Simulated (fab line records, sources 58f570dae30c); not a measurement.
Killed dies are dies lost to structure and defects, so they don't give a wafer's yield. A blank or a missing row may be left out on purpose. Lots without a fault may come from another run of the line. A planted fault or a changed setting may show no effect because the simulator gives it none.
Which tool did it? | flow berkeley_cmos170 | 14 lots, 42 wafers sampled, at 2 steps of a route of 331

WHAT THE GAUGES READ, wafer by wafer
UCB170_PSD_CD_MEAS_06: target cd 1200 nm. Usual: cd_nm 1199.6 nm, standard deviation 1.4.
lot  | measured     | on        | cd_nm (nm)           | flag
L689 | day 7 08:56  | cd_sem-02 | 1199.7 1198.8 1200.3 |
L687 | day 7 09:05  | cd_sem-02 | 1199.5 1200.7 1200.2 |
L692 | day 8 11:46  | cd_sem-02 | 1200.8 1200.6 1198.8 |
L691 | day 8 12:04  | cd_sem-01 | 1199.4 1199.0 1198.8 |
L696 | day 8 22:49  | cd_sem-02 | 1200.1 1199.6 1199.2 |
L693 | day 8 22:55  | cd_sem-02 | 1197.7 1198.1 1196.7 |
L698 | day 10 09:52 | cd_sem-01 | 1202.7 1203.0 1203.6 |
L697 | day 10 09:58 | cd_sem-02 | 1178.8 1177.9 1179.4 | OFF
L702 | day 10 23:50 | cd_sem-01 | 1179.8 1178.7 1178.7 | OFF
L705 | day 11 12:07 | cd_sem-02 | 1199.7 1198.3 1199.9 |
L707 | day 11 23:20 | cd_sem-02 | 1201.7 1202.5 1201.4 |
L710 | day 12 17:10 | cd_sem-01 | 1198.8 1200.0 1200.1 |
L709 | day 12 17:17 | cd_sem-02 | 1199.1 1197.3 1198.3 |
L708 | day 12 17:26 | cd_sem-01 | 1199.4 1200.6 1200.5 |

WHICH TOOL RAN EACH LOT (tool, then ch and the chambers of the sampled wafers, then the start)
lot  | UCB170_PSD_PEB_04
L689 | litho_track-02 ch 0, day 7 08:40
L687 | litho_track-04 ch 0, day 7 08:49
L692 | litho_track-03 ch 0, day 8 11:29
L691 | litho_track-04 ch 0, day 8 11:48
L696 | litho_track-02 ch 0, day 8 22:33
L693 | litho_track-04 ch 0, day 8 22:38
L698 | litho_track-03 ch 0, day 10 09:37
L697 | litho_track-02 ch 0, day 10 09:42
L702 | litho_track-02 ch 0, day 10 23:34
L705 | litho_track-04 ch 0, day 11 11:50
L707 | litho_track-04 ch 0, day 11 23:04
L710 | litho_track-04 ch 0, day 12 16:53
L709 | litho_track-03 ch 0, day 12 17:01
L708 | litho_track-04 ch 0, day 12 17:10
- UCB170_PSD_PEB_04

WHAT THE TOOLS THEMSELVES READ (means of the sampled wafers that have a number; where no wafer has one, the mark that the record gives instead)
UCB170_PSD_PEB_04. Usual: heater_power_total_W 56.81 W, standard deviation 0.047; plate_temp_C 129.98 C, standard deviation 0.12.
lot  | tool           | heater_power_total_W (W) | plate_temp_C (C) | flag
L689 | litho_track-02 | 56.83                    | 129.98           |
L687 | litho_track-04 | 56.82                    | 129.87           |
L692 | litho_track-03 | 56.82                    | 130.08           |
L691 | litho_track-04 | 56.82                    | 129.96           |
L696 | litho_track-02 | 56.78                    | 129.88           |
L693 | litho_track-04 | 56.86                    | 130.14           |
L698 | litho_track-03 | 56.81                    | 129.98           |
L697 | litho_track-02 | 55.26                    | 127.24           | OFF
L702 | litho_track-02 | 55.28                    | 127.40           | OFF
L705 | litho_track-04 | 56.77                    | 130.03           |
L707 | litho_track-04 | 56.81                    | 129.88           |
L710 | litho_track-04 | 56.81                    | 129.96           |
L709 | litho_track-03 | 56.80                    | 130.12           |
L708 | litho_track-04 | 56.78                    | 130.03           |

THE ANSWER, worked out from the rows above alone
Rule: a lot is off if the mean of its wafers that have a number lies more than 3 standard deviations from the usual mean. A lot without any number at a reading at which 4 lots or more have one is off too. The other lots that the step has rows for count as sound. The gauges are gone through in route order, then the tools' own readings, and for those a lot's mean is taken as printed above. The first step at which some lot is off is used, and at that step the reading that is off furthest; a lot without a number counts as furthest.
Off: L697, L702, at UCB170_PSD_CD_MEAS_06 (cd_nm).
A tool fits if, at a process step before that reading, it ran every lot that is off, and no sound lot after the first of them. The gauges at UCB170_PSD_CD_MEAS_06 aren't tried: what is off there is off at UCB170_PSD_PEB_04 too, on other tools, and a gauge's error can't cause that. One fits: litho_track-02 at UCB170_PSD_PEB_04. Its last sound lot is L696 (day 8 22:33), its first lot that is off L697 (day 10 09:42): a fault that began between those two fits.
The tool's own readings at UCB170_PSD_PEB_04 bear it out: on the lots that are off they differ by more than 5 times the standard deviation of the sound lots' means. heater_power_total_W reads 55.27 W there against 56.81 W on the sound lots; plate_temp_C reads 127.32 C there against 129.99 C on the sound lots.

WHAT THE SIMULATOR HAD PUT IN
Process parameter drift: litho_track-02, from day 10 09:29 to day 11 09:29, at UCB170_PSD_PEB_04. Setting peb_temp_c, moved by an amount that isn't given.
Lots struck among those shown: L697, L702. The rule above found the same.
